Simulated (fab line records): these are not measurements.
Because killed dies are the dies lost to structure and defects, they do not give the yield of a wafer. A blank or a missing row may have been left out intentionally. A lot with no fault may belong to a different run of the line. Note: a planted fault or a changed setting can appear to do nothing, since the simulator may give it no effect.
Which of the tools did it? | flow berkeley-cmos170 | 45 wafers from 15 lots sampled at 4 of the route's 331 steps

== WHAT EACH GAUGE READ, for each wafer ==
UCB170_M2_CD_MEAS_15: target cd 700 nm. Usual: cd-nm 700.0 nm, standard deviation 1.4.
lot  | measured     | on        | cd-nm (nm)        | flag
L644 | day 7 13:52  | cd-sem-02 | 698.7 698.6 698.5 |
L645 | day 7 14:48  | cd-sem-01 | 700.4 698.8 699.0 |
L647 | day 7 22:56  | cd-sem-01 | 699.6 698.4 699.7 |
L649 | day 8 08:56  | cd-sem-01 | 698.9 698.3 698.8 |
L648 | day 8 08:35  | cd-sem-02 | 699.6 701.7 701.5 |
L651 | day 8 17:58  | cd-sem-01 | 700.1 700.8 701.4 |
L654 | day 9 11:47  | cd-sem-02 | 698.0 698.6 698.2 |
L653 | day 9 12:25  | cd-sem-02 | 701.8 701.2 700.1 |
L659 | day 10 11:20 | cd-sem-01 | 700.3 700.6 698.8 |
L658 | day 10 16:27 | cd-sem-02 | 698.6 699.3 700.0 |
L660 | day 10 20:56 | cd-sem-02 | 700.8 702.1 699.7 |
L661 | day 10 21:59 | cd-sem-02 | 736.7 737.6 737.6 | OFF
L663 | day 11 03:08 | cd-sem-01 | 740.1 739.6 740.5 | OFF
L662 | day 11 02:52 | cd-sem-01 | 739.0 739.8 739.9 | OFF
L665 | day 11 23:03 | cd-sem-01 | 701.0 699.3 698.9 |

== EACH LOT AND THE TOOL THAT RAN IT (in order: tool; ch and the chambers of the sampled wafers; start) ==
lot  | UCB170_BACKSIDE_STRIP_03             | UCB170_CONTACT_RTA_08            | UCB170_M2_PEB_13
L644 | plasma-asher-02 ch 0,1, day 6 20:09  | rtp-anneal-02 ch 0, day 7 00:51  | litho-track-04 ch 0, day 7 13:35
L645 | plasma-asher-03 ch 0,1, day 6 20:34  | rtp-anneal-02 ch 0, day 7 01:02  | litho-track-01 ch 0, day 7 14:32
L647 | plasma-asher-01 ch 0,1, day 7 04:22  | rtp-anneal-01 ch 0, day 7 08:26  | litho-track-04 ch 0, day 7 22:40
L649 | plasma-asher-03 ch 0,1, day 7 13:47  | rtp-anneal-02 ch 0, day 7 17:55  | litho-track-02 ch 0, day 8 08:40
L648 | plasma-asher-01 ch 0,1, day 7 14:16  | rtp-anneal-01 ch 0, day 7 18:16  | litho-track-01 ch 0, day 8 08:19
L651 | plasma-asher-03 ch 0,1, day 7 21:15  | rtp-anneal-01 ch 0, day 8 02:05  | litho-track-02 ch 0, day 8 17:41
L654 | plasma-asher-03 ch 0,1, day 8 17:53  | rtp-anneal-02 ch 0, day 8 23:22  | litho-track-02 ch 0, day 9 11:30
L653 | plasma-asher-02 ch 0,1, day 8 18:04  | rtp-anneal-01 ch 0, day 8 23:33  | litho-track-04 ch 0, day 9 12:08
L659 | plasma-asher-03 ch 0,1, day 9 20:13  | rtp-anneal-01 ch 0, day 10 01:22 | litho-track-04 ch 0, day 10 11:04
L658 | plasma-asher-03 ch 0,1, day 9 20:56  | rtp-anneal-02 ch 0, day 10 03:56 | litho-track-04 ch 0, day 10 16:10
L660 | plasma-asher-01 ch 0,1, day 10 04:01 | rtp-anneal-01 ch 0, day 10 08:00 | litho-track-01 ch 0, day 10 20:40
L661 | plasma-asher-03 ch 0,1, day 10 04:08 | rtp-anneal-01 ch 0, day 10 08:38 | litho-track-04 ch 0, day 10 21:42
L663 | plasma-asher-02 ch 0,1, day 10 09:16 | rtp-anneal-01 ch 0, day 10 13:25 | litho-track-04 ch 0, day 11 02:52
L662 | plasma-asher-01 ch 0,1, day 10 09:34 | rtp-anneal-02 ch 0, day 10 13:52 | litho-track-04 ch 0, day 11 02:35
L665 | plasma-asher-01 ch 0,1, day 11 01:50 | rtp-anneal-02 ch 0, day 11 06:34 | litho-track-02 ch 0, day 11 22:47
- UCB170_BACKSIDE_STRIP_03: strips in O2.
- UCB170_CONTACT_RTA_08: time 10 s.
- UCB170_M2_PEB_13

== AS READ BY THE TOOLS THEMSELVES (means over the sampled wafers that have a number; for cases with no such wafer, the mark the record gives instead) ==
UCB170_BACKSIDE_STRIP_03. Usual: drypump-motor-current-A 5.75 A, standard deviation 0.16; oes-product-au 0.735 a.u., standard deviation 0.0044; strip-time-to-endpoint-s 21.98 s, standard deviation 0.063.
lot  | tool            | drypump-motor-current-A (A) | oes-product-au (a.u.) | strip-time-to-endpoint-s (s) | flag
L644 | plasma-asher-02 | 5.67                        | 0.733                 | 22.01                        |
L645 | plasma-asher-03 | 5.71                        | 0.729                 | 21.91                        |
L647 | plasma-asher-01 | 5.87                        | 0.734                 | 21.90                        |
L649 | plasma-asher-03 | 5.59                        | 0.737                 | 21.99                        |
L648 | plasma-asher-01 | 5.89                        | 0.735                 | 22.00                        |
L651 | plasma-asher-03 | 5.72                        | 0.731                 | 21.97                        |
L654 | plasma-asher-03 | 5.71                        | 0.735                 | 21.90                        |
L653 | plasma-asher-02 | 5.73                        | 0.735                 | 21.99                        |
L659 | plasma-asher-03 | 5.72                        | 0.737                 | 22.13                        |
L658 | plasma-asher-03 | 5.71                        | 0.736                 | 21.97                        |
L660 | plasma-asher-01 | 5.89                        | 0.732                 | 22.02                        |
L661 | plasma-asher-03 | 5.59                        | 0.740                 | 22.02                        |
L663 | plasma-asher-02 | 5.68                        | 0.735                 | 22.04                        |
L662 | plasma-asher-01 | 5.86                        | 0.735                 | 22.03                        |
L665 | plasma-asher-01 | 5.86                        | 0.732                 | 21.93                        |

UCB170_CONTACT_RTA_08. Usual: lamp-power-pct 23.8 %, standard deviation 1.1; wafer_temp_C_max 904.0, standard deviation 0.97.
lot  | tool          | lamp-power-pct (%) | wafer_temp_C_max | flag
L644 | rtp-anneal-02 | 24.8               | 903.9            |
L645 | rtp-anneal-02 | 24.7               | 903.5            |
L647 | rtp-anneal-01 | 22.6               | 903.9            |
L649 | rtp-anneal-02 | 24.8               | 903.8            |
L648 | rtp-anneal-01 | 22.6               | 904.3            |
L651 | rtp-anneal-01 | 22.6               | 905.6            |
L654 | rtp-anneal-02 | 24.7               | 904.0            |
L653 | rtp-anneal-01 | 22.6               | 904.3            |
L659 | rtp-anneal-01 | 22.5               | 905.1            |
L658 | rtp-anneal-02 | 24.7               | 903.6            |
L660 | rtp-anneal-01 | 22.6               | 904.1            |
L661 | rtp-anneal-01 | 22.6               | 904.0            |
L663 | rtp-anneal-01 | 22.5               | 904.1            |
L662 | rtp-anneal-02 | 24.7               | 903.9            |
L665 | rtp-anneal-02 | 24.8               | 903.1            |

UCB170_M2_PEB_13. Usual: heater-power-total-W 56.80 W, standard deviation 0.048; plate-temp-C 129.97 C, standard deviation 0.15; resist-line-temp-C 22.98 C, standard deviation 0.09.
lot  | tool           | heater-power-total-W (W) | plate-temp-C (C) | resist-line-temp-C (C) | flag
L644 | litho-track-04 | 56.78                    | 130.11           | 23.02                  |
L645 | litho-track-01 | 56.79                    | 129.98           | 22.89                  |
L647 | litho-track-04 | 56.79                    | 130.15           | 23.04                  |
L649 | litho-track-02 | 56.83                    | 130.05           | 22.99                  |
L648 | litho-track-01 | 56.83                    | 129.91           | 23.05                  |
L651 | litho-track-02 | 56.82                    | 129.85           | 22.89                  |
L654 | litho-track-02 | 56.82                    | 130.01           | 23.11                  |
L653 | litho-track-04 | 56.83                    | 129.94           | 23.08                  |
L659 | litho-track-04 | 56.77                    | 130.03           | 23.06                  |
L658 | litho-track-04 | 56.83                    | 130.06           | 23.00                  |
L660 | litho-track-01 | 56.83                    | 129.80           | 22.97                  |
L661 | litho-track-04 | 54.07                    | 125.15           | 22.92                  | OFF
L663 | litho-track-04 | 54.11                    | 125.08           | 23.06                  | OFF
L662 | litho-track-04 | 54.09                    | 125.05           | 23.03                  | OFF
L665 | litho-track-02 | 56.81                    | 129.84           | 23.05                  |

== THE ANSWER, worked out from the rows above alone ==
Rule: a lot counts as off when the mean over its wafers that have a number is more than 3 standard deviations away from the usual mean. Also off: a lot with no number at a reading for which 4 or more lots have one. Where the step has rows for the other lots, those lots are counted as sound. First the gauges in route order, then the tools' own readings, where a lot's mean is used as printed above. At the first step where some lot is off, the reading lying furthest off is the one used; lots without a number count as furthest.
Off, at UCB170_M2_CD_MEAS_15 on cd-nm: L661, L663, L662.
A tool fits if, at a process step before that reading, it ran every lot that is off, and no sound lot after the first of them. Not tried: the gauges at UCB170_M2_CD_MEAS_15; whatever is off there is also off at UCB170_M2_PEB_13, on other tools, and gauge error can't account for it. One fits: UCB170_M2_PEB_13 on litho-track-04. Its last sound lot is L658 (day 10 16:10), its first lot that is off L661 (day 10 21:42): a fault that began between those two fits.
The tool's own readings at UCB170_M2_PEB_13 bear it out: on the lots that are off they differ by more than 5 times the standard deviation of the sound lots' means. heater-power-total-W reads 54.09 W there against 56.81 W on the sound lots; plate-temp-C reads 125.09 C there against 129.98 C on the sound lots.

== WHAT HAD BEEN PUT IN BY THE SIMULATOR ==
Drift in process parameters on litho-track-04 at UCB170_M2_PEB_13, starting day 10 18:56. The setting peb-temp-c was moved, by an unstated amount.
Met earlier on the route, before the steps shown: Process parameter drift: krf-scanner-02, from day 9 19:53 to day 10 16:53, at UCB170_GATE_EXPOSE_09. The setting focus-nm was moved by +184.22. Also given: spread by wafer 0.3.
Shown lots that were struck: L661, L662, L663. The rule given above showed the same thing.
